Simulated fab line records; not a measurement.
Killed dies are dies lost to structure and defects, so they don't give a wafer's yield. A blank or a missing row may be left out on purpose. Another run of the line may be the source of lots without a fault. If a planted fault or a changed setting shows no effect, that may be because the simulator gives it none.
Matching of chambers || flow ritCmos || RIT_FOX2_CLEAN_02 on wetBench-02 has 3 sister chambers
The step cleans in dHF, time 180 s. 14 wafers are shown with their chamber, then 7 later ones without.

WAFERS, EACH WITH ITS CHAMBER
{"wafer": "L551.3", "chamber": 2, "runLengthS (s)": 212}
{"wafer": "L551.4", "chamber": 2, "runLengthS (s)": 212}
{"wafer": "L551.5", "chamber": 2, "runLengthS (s)": 212}
{"wafer": "L552.1", "chamber": 2, "runLengthS (s)": 211}
{"wafer": "L552.3", "chamber": 2, "runLengthS (s)": 211}
{"wafer": "L552.6", "chamber": 2, "runLengthS (s)": 211}
{"wafer": "L555.1", "chamber": 3, "runLengthS (s)": 207}
{"wafer": "L555.4", "chamber": 3, "runLengthS (s)": 207}
{"wafer": "L555.6", "chamber": 3, "runLengthS (s)": 207}
{"wafer": "L556.1", "chamber": 2, "runLengthS (s)": 204}
{"wafer": "L556.4", "chamber": 2, "runLengthS (s)": 204}
{"wafer": "L556.5", "chamber": 2, "runLengthS (s)": 204}
{"wafer": "L557.2", "chamber": 0, "runLengthS (s)": 205}
{"wafer": "L557.5", "chamber": 0, "runLengthS (s)": 205}

SIGNATURES, as means of the wafers listed above
{"reading": "runLengthS", "chamber 0": 205.00, "chamber 2": 209.00, "chamber 3": 207.00, "scatter within a chamber": 3.22}
Rule: a wafer lies at a distance from a chamber equal to the root of the sum of squares, over the readings, of (its reading less the chamber's mean, divided by the reading's scatter). The wafer belongs to the nearest chamber; if the next one is less than 2 further off, it can't be placed. The scatter: take each reading less its chamber's mean, square it, sum over the shown wafers, divide by the number of wafers less the number of chambers, and take the root.

WAFERS WITHOUT THEIR CHAMBER
{"wafer": "L557.6", "runLengthS (s)": 205}
{"wafer": "L558.1", "runLengthS (s)": 205}
{"wafer": "L558.2", "runLengthS (s)": 205}
{"wafer": "L558.6", "runLengthS (s)": 205}
{"wafer": "L571.1", "runLengthS (s)": 206}
{"wafer": "L571.2", "runLengthS (s)": 206}
{"wafer": "L571.5", "runLengthS (s)": 206}

WHICH CHAMBER EACH ONE RAN IN
{"wafer": "L557.6", "from the rows above": "can't be placed: 0 or 3 or 2", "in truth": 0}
{"wafer": "L558.1", "from the rows above": "can't be placed: 0 or 3 or 2", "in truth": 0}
{"wafer": "L558.2", "from the rows above": "can't be placed: 0 or 3 or 2", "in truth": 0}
{"wafer": "L558.6", "from the rows above": "can't be placed: 0 or 3 or 2", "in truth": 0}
{"wafer": "L571.1", "from the rows above": "can't be placed: 0 or 3 or 2", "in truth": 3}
{"wafer": "L571.2", "from the rows above": "can't be placed: 0 or 3 or 2", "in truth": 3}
{"wafer": "L571.5", "from the rows above": "can't be placed: 0 or 3 or 2", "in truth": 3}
Correct placement for 0 of the 7. Can't be placed from these rows: 7 (the true chamber is among the candidates in 7). Number placed wrongly: 0.
